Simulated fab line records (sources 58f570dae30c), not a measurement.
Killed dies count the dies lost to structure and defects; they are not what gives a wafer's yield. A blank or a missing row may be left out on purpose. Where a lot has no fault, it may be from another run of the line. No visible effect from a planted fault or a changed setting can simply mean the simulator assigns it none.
The tool behind it: which one? ; flow berkeley cmos170 ; 33 wafers from 11 lots sampled at 3 of the route's 331 steps

== WHAT THE GAUGES READ, wafer by wafer ==
UCB170_M2_RS_MEAS_02: measures by four-point-probe.
lot;measured;on;M2_AL_RS (ohm/sq)
L109;day 8 12:32;film metro-04;0.0318 0.0316 0.0314
L110;day 8 09:02;film metro-01;0.0324 0.0322 0.0325
L111;day 8 20:19;film metro-04;0.0326 0.0323 0.0325
L119;day 11 04:20;film metro-04;0.0344 0.0348 0.0353
L121;day 11 11:21;film metro-02;0.0346 0.0347 0.0345
L124;day 11 11:38;film metro-01;0.0326 0.0328 0.0326
L125;day 12 01:03;film metro-02;0.0319 0.0320 0.0324
L128;day 12 14:53;film metro-01;0.0324 0.0322 0.0326
L129;day 12 17:23;film metro-01;0.0324 0.0319 0.0322
L131;day 13 08:03;film metro-01;0.0324 0.0317 0.0326
L132;day 13 09:42;film metro-01;0.0320 0.0321 0.0324

== EACH LOT AND THE TOOL THAT RAN IT (in order: tool; ch and the chambers of the sampled wafers; start) ==
lot;UCB170_PWELL_STRIP_16;UCB170_M2_SPUTTER_01
L109;plasma asher-03 ch 0,1, day 3 12:03;pvd sputter-02, day 8 12:26
L110;plasma asher-01 ch 0,1, day 3 11:55;pvd sputter-03, day 8 08:56
L111;plasma asher-03 ch 0,1, day 3 21:59;pvd sputter-02, day 8 20:13
L119;plasma asher-02 ch 1, day 5 23:40;pvd sputter-02, day 11 04:14
L121;plasma asher-03 ch 0,1, day 5 23:49;pvd sputter-02, day 11 11:16
L124;plasma asher-03 ch 0,1, day 6 09:34;pvd sputter-03, day 11 11:32
L125;plasma asher-03 ch 0,1, day 6 16:52;pvd sputter-04, day 12 00:58
L128;plasma asher-02 ch 0,1, day 7 07:26;pvd sputter-04, day 12 14:48
L129;plasma asher-01 ch 0,1, day 7 07:39;pvd sputter-03, day 12 17:18
L131;plasma asher-02 ch 0,1, day 8 08:23;pvd sputter-03, day 13 07:58
L132;plasma asher-01 ch 0,1, day 8 08:44;pvd sputter-04, day 13 09:35
- UCB170_PWELL_STRIP_16: strips in O2.
- UCB170_M2_SPUTTER_01: material Al, target thk 900 nm, time 120 s.

== THE ANSWER, worked out from the rows above alone ==
Rule: the lots themselves supply what counts as usual. The widest of any qualifying gaps counts: lots, ordered by their means at a reading, are off when they make up no more than a third of the lots, leave a main group of 4 or more, and stand apart from it by 3 or more times the standard deviation of that group's means. The tables above print the reading to a certain number of digits; a main group whose means all agree to those digits is not used. A lot without any number at a reading at which 4 lots or more have one is off too. All remaining lots with rows at the step are treated as sound.
Off: L119, L121, at UCB170_M2_RS_MEAS_02 (M2_AL_RS). Mean 0.0322 ohm/sq and standard deviation 0.00028 in the main group.
If a tool, at a process step before that reading, ran all the lots that are off and no sound lot after the first of them, it fits. Gauges at UCB170_M2_RS_MEAS_02: tried the same way as those tools. One fits: UCB170_M2_SPUTTER_01 on pvd sputter-02. Its last sound lot is L111 (day 8 20:13), its first lot that is off L119 (day 11 04:14): a fault that began between those two fits.

== WHAT WAS PUT IN BY THE SIMULATOR ==
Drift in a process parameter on pvd sputter-02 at UCB170_M2_SPUTTER_01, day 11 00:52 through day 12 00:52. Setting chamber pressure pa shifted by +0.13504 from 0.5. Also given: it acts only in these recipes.
Struck lots among those shown: L119, L121. The rule above found the same.
